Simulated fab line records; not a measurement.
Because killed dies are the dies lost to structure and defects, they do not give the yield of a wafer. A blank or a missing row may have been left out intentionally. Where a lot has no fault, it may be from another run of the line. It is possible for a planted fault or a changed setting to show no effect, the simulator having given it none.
Split-lot study	flow rit cmos	23 wafers read across 5 lots, on a route 202 steps long

== SPLIT DETAILS ==
At RIT_NWELL_COAT_01 (resist thk 1300 nm), the setting resist thk nm was moved away from the recipe's 1300 nm on 10 of the 23 wafers read, by -2.9% to +3.4%. This setting was run at the recipe's value on the other wafers.

== FROM THE SPLIT TO THE READING: what the file shows between them, 3 steps ==
- RIT_NWELL_SOFTBAKE_02: time 60 s
- RIT_NWELL_EXPOSE_03: exposes mask M2, target cd 43900 nm
- RIT_NWELL_DEVELOP_05: develop time 68 s

== THE READING ==
NOVOLAK_of_NWELL_COAT_01.thk nm (the simulator's own value, which no gauge read), in nm, at RIT_NWELL_HARDBAKE_07 (time 120 s). No usual value for it is given in the file. Average 1136 nm, standard deviation 2.3 nm, over the 13 wafers here run with the recipe.

wafer	tool, chamber at the split	resist thk nm as run, nm	against the recipe	NOVOLAK_of_NWELL_COAT_01.thk nm, nm	against lot-mates on the recipe
L075.1	litho track-01, 0	1300	recipe	1135	-
L075.2	litho track-01, 0	1300	recipe	1135	-
L075.4	litho track-01, 0	1300	recipe	1135	-
L075.3	litho track-01, 0	1344	+3.4%	1174	+39
L075.6	litho track-01, 0	1344	+3.4%	1172	+37
L076.2	litho track-02, 0	1262	-2.9%	1107	-33
L076.3	litho track-02, 0	1300	recipe	1141	-
L076.4	litho track-02, 0	1262	-2.9%	1102	-38
L076.5	litho track-02, 0	1262	-2.9%	1109	-31
L076.6	litho track-02, 0	1300	recipe	1139	-
L079.2	litho track-01, 0	1300	recipe	1135	-
L079.3	litho track-01, 0	1300	recipe	1136	-
L079.4	litho track-01, 0	1264	-2.8%	1106	-30
L079.5	litho track-01, 0	1300	recipe	1137	-
L079.6	litho track-01, 0	1264	-2.8%	1103	-33
L080.2	litho track-04, 0	1342	+3.2%	1173	+40
L080.3	litho track-04, 0	1342	+3.2%	1173	+40
L080.4	litho track-04, 0	1300	recipe	1133	-
L080.5	litho track-04, 0	1300	recipe	1134	-
L080.6	litho track-04, 0	1342	+3.2%	1170	+36
L085.2	litho track-04, 0	1300	recipe	1137	-
L085.3	litho track-04, 0	1300	recipe	1137	-
L085.4	litho track-04, 0	1300	recipe	1140	-

FIT RESULTS
A straight line over all 23 wafers: NOVOLAK_of_NWELL_COAT_01.thk nm changes by +10.9 nm for each +1% of resist thk nm; r = +0.99; the points scatter about the line by 2.4 nm.
The same after taking each lot's own level away (the mean of its wafers on the recipe; 23 wafers): +11.6 nm for each +1%; r = +1.00; scatter 1.6 nm.
Per that fit: largest resist thk nm move, reading shift of 39 nm.
The lots' own levels span 1133.5 to 1140.0 nm, that is 2.9 times the standard deviation above.
So the lot-to-lot level changes the slope little: the two slopes agree.
Check: with one of the wafers moved furthest among these (+3.4%) left out of the fit, the line predicts +39.3 nm for it against its lot-mates. It came out at +39 nm against them.

== OTHER SPLITS ON THESE WAFERS ==
Note: prior to the reading, these wafers also went through further splits. Each is held against what the fit with the lots' levels taken away leaves over:
other split on the same wafers	wafers away from the commonest value	r with NOVOLAK_of_NWELL_COAT_01.thk nm (lot level and that fit taken away)
RIT_ACTIVE_COAT_06 resist thk nm	11	+0.15
RIT_ACTIVE_ETCH_13 rf w	4	-0.14

== THE WHOLE CHAIN: every reading that the file lists as answering this split, in the file's order ==
step	what it does	reading	change (the file's fit)	r (the file's)
RIT_NWELL_COAT_01	resist thk 1300 nm	NOVOLAK_of_NWELL_COAT_01.thk nm (the simulator's own value, which no gauge read)	+13.4 nm for each +1% of the setting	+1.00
RIT_NWELL_HARDBAKE_07	time 120 s	NOVOLAK_of_NWELL_COAT_01.thk nm (the simulator's own value, which no gauge read)	+11.5 nm for each +1% of the setting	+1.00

== FILE'S OWN FIT ==
NOVOLAK_of_NWELL_COAT_01.thk nm changes by +11.5 nm for each +1% of resist thk nm, r = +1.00.
